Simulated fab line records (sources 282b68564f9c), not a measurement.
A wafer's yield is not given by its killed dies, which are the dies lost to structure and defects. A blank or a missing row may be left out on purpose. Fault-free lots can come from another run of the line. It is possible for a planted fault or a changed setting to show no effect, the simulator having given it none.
The tool behind it: which one? + flow rit-cmos + 15 lots with 45 wafers sampled at 3 steps, on a route of 202 steps

== WHAT EACH GAUGE READ, for each wafer ==
RIT_ACTIVE_BOW_MEAS_00. Usual: for INCOMING_BOW the level is 0 um and the standard deviation is 6.2.
| lot  | measured    | on            | INCOMING_BOW (um) | flag |
|------|-------------|---------------|-------------------|------|
| L156 | day 2 06:00 | film-metro-02 | 3 3 -4            |      |
| L157 | day 2 11:00 | film-metro-02 | 1 -5 1            |      |
| L158 | day 2 16:00 | film-metro-03 | 4 6 4             |      |
| L161 | day 3 07:02 | film-metro-02 | 0 8 1             |      |
| L163 | day 3 17:02 | film-metro-04 | -15 16 3          |      |
| L165 | day 4 03:04 | film-metro-04 | -1 -1 -3          |      |
| L167 | day 4 13:01 | film-metro-04 | -2 -6 0           |      |
| L168 | day 4 18:01 | film-metro-02 | -10 0 -11         |      |
| L169 | day 4 23:00 | film-metro-04 | -5 3 -3           |      |
| L170 | day 5 04:01 | film-metro-03 | 8 -2 -8           |      |
| L171 | day 5 09:01 | film-metro-04 | -3 8 3            |      |
| L172 | day 5 14:01 | film-metro-03 | -2 7 -3           |      |
| L173 | day 5 19:00 | film-metro-03 | -6 -3 8           |      |
| L174 | day 6 00:00 | film-metro-03 | 15 -4 6           |      |
| L175 | day 6 05:01 | film-metro-02 | -1 0 -9           |      |

RIT_GATE_OVL_MEAS_17. Usual: for GATE_OVL the level is 1.3 nm and the standard deviation is 1.4.
| lot  | measured    | on         | GATE_OVL (nm)  | flag |
|------|-------------|------------|----------------|------|
| L156 | day 3 18:07 | overlay-02 | 1.5 0.4 1.2    |      |
| L157 | day 3 22:26 | overlay-01 | 2.1 2.0 1.3    |      |
| L158 | day 4 06:16 | overlay-02 | 0.5 -1.3 0.1   |      |
| L161 | day 4 16:59 | overlay-02 | 1.2 -1.1 0.6   |      |
| L163 | day 5 01:37 | overlay-01 | -0.8 -0.2 -0.3 |      |
| L165 | day 5 09:35 | overlay-02 | 1.1 1.5 -1.5   |      |
| L167 | day 5 20:16 | overlay-01 | 2.5 2.4 0.4    |      |
| L168 | day 5 22:01 | overlay-02 | -0.5 0.3 -1.6  |      |
| L169 | day 6 06:20 | overlay-01 | 3.7 2.0 0.7    |      |
| L170 | day 6 11:46 | overlay-01 | -0.4 -1.8 0.3  |      |
| L171 | day 6 14:07 | overlay-02 | 1.7 2.4 1.2    |      |
| L172 | day 6 20:26 | overlay-02 | 0.0 1.3 0.3    |      |
| L173 | day 7 01:49 | overlay-01 | 1.2 1.0 0.5    |      |
| L174 | day 7 04:20 | overlay-02 | 1.3 0.7 3.1    |      |
| L175 | day 7 08:52 | overlay-01 | 1.9 1.1 1.7    |      |

== WHICH TOOL RAN EACH LOT (tool, then ch and the chambers of the sampled wafers, then the start) ==
| lot  | RIT_NWELL_EXPOSE_03                |
|------|------------------------------------|
| L156 | iline-stepper-02 ch 0, day 2 19:25 |
| L157 | iline-stepper-02 ch 0, day 3 00:09 |
| L158 | iline-stepper-01 ch 0, day 3 10:38 |
| L161 | iline-stepper-01 ch 0, day 3 20:47 |
| L163 | iline-stepper-02 ch 0, day 4 06:19 |
| L165 | iline-stepper-01 ch 0, day 4 14:46 |
| L167 | iline-stepper-01, day 5 02:54      |
| L168 | iline-stepper-01, day 5 05:30      |
| L169 | iline-stepper-01, day 5 09:44      |
| L170 | iline-stepper-01 ch 0, day 5 17:09 |
| L171 | iline-stepper-01 ch 0, day 5 20:41 |
| L172 | iline-stepper-02 ch 0, day 6 01:24 |
| L173 | iline-stepper-02 ch 0, day 6 07:19 |
| L174 | iline-stepper-02 ch 0, day 6 11:12 |
| L175 | iline-stepper-02 ch 0, day 6 15:45 |
- RIT_NWELL_EXPOSE_03: exposes mask M2, target cd 43900 nm.

== WHAT THE TOOLS THEMSELVES READ (means of the sampled wafers that have a number; where no wafer has one, the mark that the record gives instead) ==
RIT_NWELL_EXPOSE_03. Usual: exposure-dose-mJ-cm2 250.01, standard deviation 0.23; focus-offset-nm 0.0 nm, standard deviation 0.58; reticle-temp-C 23.00 C, standard deviation 0.11.
| lot  | tool             | exposure-dose-mJ-cm2 | focus-offset-nm (nm) | reticle-temp-C (C) | flag |
|------|------------------|----------------------|----------------------|--------------------|------|
| L156 | iline-stepper-02 | 250.02               | -0.1                 | 22.94              |      |
| L157 | iline-stepper-02 | 249.94               | -0.6                 | 22.94              |      |
| L158 | iline-stepper-01 | 249.79               | 0.6                  | 23.00              |      |
| L161 | iline-stepper-01 | 250.26               | -0.2                 | 22.94              |      |
| L163 | iline-stepper-02 | 250.01               | -0.2                 | 23.05              |      |
| L165 | iline-stepper-01 | 250.08               | 0.4                  | 23.07              |      |
| L167 | iline-stepper-01 | -                    | -                    | -                  | OFF  |
| L168 | iline-stepper-01 | -                    | -                    | -                  | OFF  |
| L169 | iline-stepper-01 | -                    | -                    | -                  | OFF  |
| L170 | iline-stepper-01 | 250.19               | 0.9                  | 22.91              |      |
| L171 | iline-stepper-01 | 249.77               | -0.2                 | 23.04              |      |
| L172 | iline-stepper-02 | 250.08               | -1.1                 | 23.05              |      |
| L173 | iline-stepper-02 | 250.06               | -0.5                 | 22.91              |      |
| L174 | iline-stepper-02 | 250.09               | 0.2                  | 23.16              |      |
| L175 | iline-stepper-02 | 249.67               | 0.4                  | 22.97              |      |

== THE ANSWER, worked out from the rows above alone ==
Rule: a lot counts as off when the mean over its wafers that have a number is more than 3 standard deviations away from the usual mean. A lot without any number at a reading at which 4 lots or more have one is off too. The other lots that the step has rows for count as sound. The gauges are gone through in route order, then the tools' own readings, and for those a lot's mean is taken as printed above. The first step at which some lot is off is used, and at that step the reading that is off furthest; a lot without a number counts as furthest.
Off: L167, L168, L169, at RIT_NWELL_EXPOSE_03 (exposure-dose-mJ-cm2). Without a number there: L167, L168, L169.
If a tool, at that step or one of the process steps before it, ran each lot that is off and ran no sound lot following the first of them, it fits. No candidate that was tried fits.

== WHAT HAD BEEN PUT IN BY THE SIMULATOR ==
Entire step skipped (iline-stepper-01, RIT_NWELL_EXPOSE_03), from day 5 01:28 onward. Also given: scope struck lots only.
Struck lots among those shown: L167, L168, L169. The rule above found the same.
